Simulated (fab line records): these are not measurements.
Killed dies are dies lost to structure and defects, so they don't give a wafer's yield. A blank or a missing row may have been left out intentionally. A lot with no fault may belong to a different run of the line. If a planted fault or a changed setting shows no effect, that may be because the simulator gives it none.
A struck lot beside a sound one || flow ritCmos || 26 out of 202 route steps
Sound: these wafers, L821.2, L821.3, L821.5. Wafers L835.2, L835.4, L835.6 were the ones struck. The cause comes at the end.
Each step with rows lists, per side, the tool, then ch with its chambers, then its first start. Under that, the readings that differ: sound wafers || struck wafers || difference of the means || sigmas: that difference in standard deviations of wafers without a fault.
alike: same words and numbers on both sides, and readings whose means sit less than 2 such deviations apart. not compared: any withheld reading, any reading some wafer has no value for, any bound like >300 that may hide the same value, and any number with overlapping values for which the record gives no deviation.
The two part at a step that has a row with sigmas, a row that says differs or no value, or rows on one side only. Numbers that have no deviation but don't overlap get no sigmas and don't part them. A reading missing from all wafers of one side parts the sides only when that side holds two or more wafers.

first, 4 steps without rows for these wafers: RIT_CONTACT_SOFTBAKE_04 (time 60 s); RIT_CONTACT_EXPOSE_05 (exposes mask M11, target cd 1000 nm); RIT_CONTACT_PEB_06; RIT_CONTACT_DEVELOP_07 (develop time 120 s).
RIT_CONTACT_CD_MEAS_08 targets a cd of 1000 nm.
  sound: cdSem-02 at day 3 20:18; struck: cdSem-02 at day 6 15:32
  alike: cdNm
RIT_CONTACT_OVL_MEAS_09:
  sound: overlay-02 at day 3 20:24; struck: overlay-02 at day 6 15:38
  alike: CONTACT_OVL
then, 1 step without rows for these wafers: RIT_CONTACT_HARDBAKE_10 (time 60 s).
RIT_CONTACT_ETCH_11: etches SiO2 in CHF3/CF4/Ar, stops on TiSi2, target depth 480 nm, time 320 s.
  sound on rieDiel-03 ch 1,2,3, day 3 20:35; struck on rieDiel-03 ch 0,3, day 6 15:49
  alike: drypumpMotorCurrentA, oesProductAu, throttleValvePct
  not compared: rfHoursCounterH
RIT_CONTACT_STRIP_12: strips in O2, time 180 s.
  sound on plasmaAsher-03 ch 0,1, day 3 20:47; struck on plasmaAsher-03 ch 0, day 6 16:01
  alike: drypumpMotorCurrentA
  not compared: rfHoursCounterH
RIT_CONTACT_CD_MEAS_90 targets a cd of 1000 nm.
  sound: cdSem-01 at day 3 20:58; struck: cdSem-01 at day 6 16:12
  alike: cdNm
then, 2 steps without rows for these wafers: RIT_CONTACT_CLEAN_13 (cleans in SC1, time 600 s); RIT_CONTACT_CLEAN_14 (cleans in SC2, time 600 s).
RIT_M1_SPUTTER_00: material Al, target thk 400 nm, time 500 s.
  sound: pvdSputter-02 at day 3 21:25; struck: pvdSputter-02 at day 6 16:40
{"reading": "model.Al_of_M1_SPUTTER_00.thkNm (nm)", "sound": "407.1 406.3 404", "struck": "437.5 428 425.5", "difference": "+24.5", "sigmas": ""}
  alike: throttleValvePct
RIT_M1_RS_MEAS_01: measurement is done with a four-point probe.
  sound: filmMetro-01 at day 3 21:44; struck: filmMetro-02 at day 6 17:16
{"reading": "M1_AL_RS (ohm/sq)", "sound": "0.0720 0.0723 0.0727", "struck": "0.0670 0.0685 0.0688", "difference": -0.0042, "sigmas": -4}
  not compared: hold
RIT_M1_THK_MEAS_02: measures by xrf.
  sound: filmMetro-01 at day 3 21:50; struck: filmMetro-02 at day 6 22:37
{"reading": "M1_AL_THK (nm)", "sound": "404 404 402", "struck": "430 423 418", "difference": "+20", "sigmas": "+3"}
  not compared: hold
then, 5 steps without rows for these wafers: RIT_M1_COAT_04 (resist thk 1300 nm); RIT_M1_SOFTBAKE_05 (time 60 s); RIT_M1_EXPOSE_06 (exposes mask M12, target cd 2600 nm); RIT_M1_PEB_07; RIT_M1_DEVELOP_08 (develop time 68 s).
RIT_M1_CD_MEAS_09 targets a cd of 2600 nm.
  sound: cdSem-02 at day 3 22:47; struck: cdSem-02 at day 7 01:17
  alike: cdNm
RIT_M1_OVL_MEAS_10:
  sound: overlay-02 at day 3 22:54; struck: overlay-01 at day 7 01:23
{"reading": "M1_OVL (nm)", "sound": "-1.4 -0.4 -1.1", "struck": "2.2 2.3 0.5", "difference": "+2.6", "sigmas": "+2"}
then, 1 step without rows for these wafers: RIT_M1_HARDBAKE_11 (time 120 s).
RIT_M1_METAL_ETCH_12: etches Al in Cl2/BCl3, stops on SiO2, time 165 s, target depth 600 nm.
  sound on rieMetal-02 ch 0,1, day 3 23:11; struck on rieMetal-04 ch 0,1, day 7 01:40
{"reading": "oesProductAu (a.u.)", "sound": "0.778 0.767 0.786", "struck": "0.812 0.793 0.793", "difference": "+0.022", "sigmas": "+3"}
  alike: drypumpMotorCurrentA, throttleValvePct
  not compared: rfHoursCounterH
then, 1 step without rows for these wafers: RIT_M1_STRIP_13 (strips in nmp, time 600 s).
RIT_M1_PROBE_99:
  sound: prober-02 at day 4 01:43; struck: prober-01 at day 7 13:47
{"reading": "hold", "sound": "- - -", "struck": "awaitDispo/9.5h/release awaitDispo/9.5h/release awaitDispo/9.5h/release", "difference": "no value on the sound wafers", "sigmas": ""}
  alike: defectLimitedYield, killedAtContacts, killedAtFrontEnd, killedDies, killedOpen, killedShort, sort_bin_3_pad_short, sort_bin_5_function, sort_bin_6_memory, sortNPass, sortYieldPct

WHERE THEY PART
First at RIT_M1_RS_MEAS_01; last, within this record, at RIT_M1_PROBE_99.

WHY: whatever the simulator had introduced
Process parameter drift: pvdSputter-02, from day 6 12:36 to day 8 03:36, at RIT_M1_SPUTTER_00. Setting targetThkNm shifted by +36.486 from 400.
